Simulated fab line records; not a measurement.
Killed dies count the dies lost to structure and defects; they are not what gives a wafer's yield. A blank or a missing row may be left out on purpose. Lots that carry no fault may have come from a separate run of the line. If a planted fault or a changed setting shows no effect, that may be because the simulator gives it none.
Which tool is to blame? :: flow berkeley cmos170 :: Sampling: 24 lots, 72 wafers, 4 of 331 route steps

== WHAT EACH GAUGE READ, for each wafer ==
UCB170_PLDD_OVL_MEAS_07.
lot: L075
measured: day 6 12:11
on: overlay-02
PLDD_OVL (nm): 1 -2 0

lot: L074
measured: day 6 12:15
on: overlay-01
PLDD_OVL (nm): 6 5 2

lot: L076
measured: day 6 22:20
on: overlay-02
PLDD_OVL (nm): -10 -6 -10

lot: L078
measured: day 7 09:29
on: overlay-01
PLDD_OVL (nm): 2 3 4

lot: L077
measured: day 7 09:56
on: overlay-02
PLDD_OVL (nm): -3 1 -4

lot: L079
measured: day 7 16:28
on: overlay-02
PLDD_OVL (nm): 6 3 1

lot: L081
measured: day 8 03:01
on: overlay-02
PLDD_OVL (nm): -2 5 4

lot: L080
measured: day 8 03:17
on: overlay-01
PLDD_OVL (nm): 0 3 -2

lot: L084
measured: day 8 06:32
on: overlay-02
PLDD_OVL (nm): -8 -12 -7

lot: L083
measured: day 8 07:07
on: overlay-02
PLDD_OVL (nm): -5 -10 -4

lot: L082
measured: day 8 07:25
on: overlay-02
PLDD_OVL (nm): -2 -9 -8

lot: L085
measured: day 8 21:48
on: overlay-01
PLDD_OVL (nm): 5 -2 -6

lot: L086
measured: day 8 22:05
on: overlay-01
PLDD_OVL (nm): -2 8 5

lot: L088
measured: day 9 04:23
on: overlay-01
PLDD_OVL (nm): -1 0 -2

lot: L087
measured: day 9 04:41
on: overlay-02
PLDD_OVL (nm): 0 2 -1

lot: L089
measured: day 9 15:58
on: overlay-02
PLDD_OVL (nm): -7 -4 -4

lot: L090
measured: day 9 16:08
on: overlay-02
PLDD_OVL (nm): -9 -3 -1

lot: L092
measured: day 9 20:48
on: overlay-02
PLDD_OVL (nm): 1 -6 -1

lot: L091
measured: day 9 21:32
on: overlay-02
PLDD_OVL (nm): 2 1 -5

lot: L095
measured: day 10 15:33
on: overlay-02
PLDD_OVL (nm): -2 -1 1

lot: L096
measured: day 10 15:42
on: overlay-02
PLDD_OVL (nm): -1 17 11

lot: L097
measured: day 10 16:06
on: overlay-02
PLDD_OVL (nm): -4 11 1

lot: L094
measured: day 10 16:25
on: overlay-02
PLDD_OVL (nm): -2 -9 -7

lot: L093
measured: day 10 16:39
on: overlay-02
PLDD_OVL (nm): 2 1 1

UCB170_PSD_CD_MEAS_06: the cd target is 1200 nm.
lot: L075
measured: day 6 21:17
on: cd sem-02
cd nm (nm): 1201.2 1200.2 1201.5

lot: L074
measured: day 6 21:34
on: cd sem-02
cd nm (nm): 1201.1 1200.8 1200.3

lot: L076
measured: day 7 07:56
on: cd sem-02
cd nm (nm): 1200.6 1199.2 1200.5

lot: L078
measured: day 7 17:23
on: cd sem-02
cd nm (nm): 1199.4 1201.7 1198.8

lot: L077
measured: day 7 17:32
on: cd sem-01
cd nm (nm): 1199.5 1199.7 1201.0

lot: L079
measured: day 7 23:58
on: cd sem-02
cd nm (nm): 1197.8 1199.0 1200.2

lot: L081
measured: day 8 11:46
on: cd sem-02
cd nm (nm): 1200.3 1199.9 1200.1

lot: L080
measured: day 8 11:40
on: cd sem-01
cd nm (nm): 1202.1 1202.7 1202.6

lot: L084
measured: day 8 15:04
on: cd sem-01
cd nm (nm): 1199.2 1198.0 1199.4

lot: L083
measured: day 8 15:02
on: cd sem-02
cd nm (nm): 1202.9 1202.5 1202.8

lot: L082
measured: day 8 15:15
on: cd sem-01
cd nm (nm): 1202.2 1203.1 1202.2

lot: L085
measured: day 9 07:49
on: cd sem-01
cd nm (nm): 1201.3 1202.4 1201.7

lot: L086
measured: day 9 08:05
on: cd sem-02
cd nm (nm): 1200.0 1199.4 1200.3

lot: L088
measured: day 9 12:35
on: cd sem-01
cd nm (nm): 1199.0 1199.3 1198.2

lot: L087
measured: day 9 12:37
on: cd sem-02
cd nm (nm): 1203.6 1203.8 1202.0

lot: L089
measured: day 10 02:28
on: cd sem-01
cd nm (nm): 1200.3 1200.8 1201.3

lot: L090
measured: day 10 02:38
on: cd sem-02
cd nm (nm): 1198.1 1198.9 1198.0

lot: L092
measured: day 10 06:21
on: cd sem-01
cd nm (nm): 1198.5 1198.7 1198.7

lot: L091
measured: day 10 06:37
on: cd sem-02
cd nm (nm): 1198.2 1199.5 1200.3

lot: L095
measured: day 11 01:20
on: cd sem-02
cd nm (nm): 1199.1 1198.4 1199.7

lot: L096
measured: day 11 00:57
on: cd sem-02
cd nm (nm): 1198.7 1199.6 1198.8

lot: L097
measured: day 11 01:05
on: cd sem-02
cd nm (nm): 1199.5 1199.1 1199.4

lot: L094
measured: day 11 01:01
on: cd sem-01
cd nm (nm): 1199.8 1198.5 1199.9

lot: L093
measured: day 11 01:35
on: cd sem-01
cd nm (nm): 1201.3 1201.4 1201.1

UCB170_PSD_TW_MEAS_10.
lot: L075
measured: day 6 21:42
on: film metro-02
PSD_TW: 2345 2325 2337

lot: L074
measured: day 6 21:58
on: film metro-01
PSD_TW: 2382 2359 2377

lot: L076
measured: day 7 08:19
on: film metro-02
PSD_TW: 2355 2340 2347

lot: L078
measured: day 7 17:47
on: film metro-04
PSD_TW: 2336 2333 2321

lot: L077
measured: day 7 17:56
on: film metro-04
PSD_TW: 2318 2314 2335

lot: L079
measured: day 8 00:22
on: film metro-01
PSD_TW: 2374 2393 2385

lot: L081
measured: day 8 12:10
on: film metro-02
PSD_TW: 2343 2337 2349

lot: L080
measured: day 8 12:04
on: film metro-01
PSD_TW: 2382 2394 2383

lot: L084
measured: day 8 15:29
on: film metro-04
PSD_TW: 2317 2309 2324

lot: L083
measured: day 8 15:26
on: film metro-02
PSD_TW: 2339 2340 2348

lot: L082
measured: day 8 15:39
on: film metro-02
PSD_TW: 2343 2336 2345

lot: L085
measured: day 9 08:14
on: film metro-01
PSD_TW: 2358 2364 2365

lot: L086
measured: day 9 08:29
on: film metro-04
PSD_TW: 2329 2322 2320

lot: L088
measured: day 9 12:59
on: film metro-01
PSD_TW: 2370 2360 2359

lot: L087
measured: day 9 13:04
on: film metro-04
PSD_TW: 2327 2321 2324

lot: L089
measured: day 10 02:52
on: film metro-04
PSD_TW: 2327 2316 2317

lot: L090
measured: day 10 03:02
on: film metro-02
PSD_TW: 2339 2335 2332

lot: L092
measured: day 10 06:46
on: film metro-01
PSD_TW: 2362 2367 2364

lot: L091
measured: day 10 07:01
on: film metro-01
PSD_TW: 2355 2367 2369

lot: L095
measured: day 11 01:44
on: film metro-04
PSD_TW: 2328 2326 2327

lot: L096
measured: day 11 01:21
on: film metro-02
PSD_TW: 2341 2339 2332

lot: L097
measured: day 11 01:30
on: film metro-02
PSD_TW: 2332 2337 2335

lot: L094
measured: day 11 01:25
on: film metro-04
PSD_TW: 2323 2323 2325

lot: L093
measured: day 11 01:59
on: film metro-02
PSD_TW: 2343 2340 2335

UCB170_SDANNEAL_RS_MEAS_05: a four-point-probe measurement.
lot: L075
measured: day 7 02:04
on: film metro-04
NLDD_RS (ohm/sq): 621.8 619.5 620.8

lot: L074
measured: day 7 02:21
on: film metro-02
NLDD_RS (ohm/sq): 622.8 622.1 624.6

lot: L076
measured: day 7 12:56
on: film metro-04
NLDD_RS (ohm/sq): 621.7 621.4 622.4

lot: L078
measured: day 7 22:29
on: film metro-02
NLDD_RS (ohm/sq): 619.5 619.6 621.0

lot: L077
measured: day 7 22:00
on: film metro-01
NLDD_RS (ohm/sq): 621.4 620.3 620.7

lot: L079
measured: day 8 05:17
on: film metro-02
NLDD_RS (ohm/sq): 620.1 620.5 619.7

lot: L081
measured: day 8 17:12
on: film metro-01
NLDD_RS (ohm/sq): 617.7 618.0 617.9

lot: L080
measured: day 8 17:11
on: film metro-02
NLDD_RS (ohm/sq): 621.5 620.2 621.0

lot: L084
measured: day 8 19:44
on: film metro-02
NLDD_RS (ohm/sq): 622.1 620.7 622.0

lot: L083
measured: day 8 19:18
on: film metro-04
NLDD_RS (ohm/sq): 619.6 617.1 619.3

lot: L082
measured: day 8 20:18
on: film metro-04
NLDD_RS (ohm/sq): 619.7 619.1 618.9

lot: L085
measured: day 9 14:49
on: film metro-02
NLDD_RS (ohm/sq): 621.2 621.9 620.7

lot: L086
measured: day 9 14:50
on: film metro-04
NLDD_RS (ohm/sq): 618.2 619.7 618.3

lot: L088
measured: day 9 17:28
on: film metro-01
NLDD_RS (ohm/sq): 622.3 621.7 621.5

lot: L087
measured: day 9 17:28
on: film metro-02
NLDD_RS (ohm/sq): 621.5 619.1 621.2

lot: L089
measured: day 10 05:51
on: film metro-01
NLDD_RS (ohm/sq): 619.2 619.8 619.2

lot: L090
measured: day 10 06:14
on: film metro-04
NLDD_RS (ohm/sq): 620.9 621.2 621.0

lot: L092
measured: day 10 10:37
on: film metro-01
NLDD_RS (ohm/sq): 618.8 619.5 618.8

lot: L091
measured: day 10 10:47
on: film metro-04
NLDD_RS (ohm/sq): 621.2 619.7 621.3

lot: L095
measured: day 11 05:54
on: film metro-01
NLDD_RS (ohm/sq): 619.0 618.4 620.0

lot: L096
measured: day 11 04:44
on: film metro-02
NLDD_RS (ohm/sq): 622.5 623.7 622.2

lot: L097
measured: day 11 05:32
on: film metro-04
NLDD_RS (ohm/sq): 620.0 619.1 620.2

lot: L094
measured: day 11 05:20
on: film metro-01
NLDD_RS (ohm/sq): 619.2 620.0 622.5

lot: L093
measured: day 11 05:49
on: film metro-02
NLDD_RS (ohm/sq): 622.8 621.4 621.2

== TOOL THAT RAN EACH LOT (tool first, then ch and the chambers of the sampled wafers, then the start) ==
Record: no process step prior to these readings.

== AS READ BY THE TOOLS THEMSELVES (means over the sampled wafers that have a number; for cases with no such wafer, the mark the record gives instead) ==
The record holds no such reading with a usual standard deviation.

== THE ANSWER, worked out from the rows above alone ==
Rule: the usual values come from the lots themselves. The widest of any qualifying gaps counts: lots, ordered by their means at a reading, are off when they make up no more than a third of the lots, leave a main group of 4 or more, and stand apart from it by 3 or more times the standard deviation of that group's means. The tables above print the reading to a certain number of digits; a main group whose means all agree to those digits is not used. A lot without any number at a reading at which 4 lots or more have one is off too. Any other lot the step has rows for is counted as sound. First the gauges in route order, then the tools' own readings, where a lot's mean is used as printed above. The first step at which some lot is off is used, and at that step the reading that is off furthest; a lot without a number counts as furthest.
No lot is off at any reading shown: from this, nothing can be told.

== WHAT THE SIMULATOR HAD PUT IN ==
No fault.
